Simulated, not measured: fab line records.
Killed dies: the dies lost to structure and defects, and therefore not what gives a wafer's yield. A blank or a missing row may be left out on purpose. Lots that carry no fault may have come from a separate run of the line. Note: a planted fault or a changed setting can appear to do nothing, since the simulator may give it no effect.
The same fault as seen by 2 desks -- flow berkeley-cmos170 -- only its own numbers are on each desk; what lay behind them is given at the end

## AT THE TOOL OWNER'S DESK: pecvd-02
The tool's own readings at UCB170_V2_CVD_00 (deposits SiO2 from TEOS/O2, target thk 2000 nm, time 250 s): means of the sampled wafers that have a number, for each lot that ran on this tool. The brackets show how far a lot's mean lies from the usual mean; more than 4 standard deviations puts the lot out of limits, marked OUT.
Columns: A = heater-power-w at UCB170_V2_CVD_00, usual 260 W
lot,first seen here,A
L432,day 7 16:03,233
L434,day 7 21:28,204
L441,day 9 23:11,220
L444,day 10 17:44,224
This desk's finding: nothing out of limits on any of the 4 lots.

## METROLOGY DESK
Lot by lot, what the gauges showed, no matter which tool ran the lot: averages of those sampled wafers that carry a number. The brackets show how far a lot's mean lies from the usual mean; more than 4 standard deviations puts the lot out of limits, marked OUT.
Columns: A = cd-nm at UCB170_M3_CD_MEAS_15, usual 700.4 nm; B = M3_BOW at UCB170_M3_BOW_MEAS_20, usual 34 um
lot,first seen here,A,B
L431,day 7 09:53,700.4,36
L433,day 7 20:22,698.6,31
L432,day 7 21:20,700.6,38
L435,day 7 21:34,700.9,27
L436,day 8 01:46,699.7,33
L434,day 8 02:02,702.2,33
L439,day 9 18:14,701.3,36
L441,day 10 03:47,699.0,25
L444,day 10 22:49,700.5,40
L446,day 11 17:40,700.3,34
L448,day 12 02:39,698.1,40
L453,day 12 14:11,701.1,38
L450,day 12 14:22,700.9,30
L454,day 13 15:28,701.9,36
This desk's finding: nothing out of limits on any of the 14 lots.

## PUT TOGETHER
The tool owner's desk saw nothing out of limits.
From the metrology desk's view, nothing was out of limits.

## WHAT WAS PUT IN BY THE SIMULATOR
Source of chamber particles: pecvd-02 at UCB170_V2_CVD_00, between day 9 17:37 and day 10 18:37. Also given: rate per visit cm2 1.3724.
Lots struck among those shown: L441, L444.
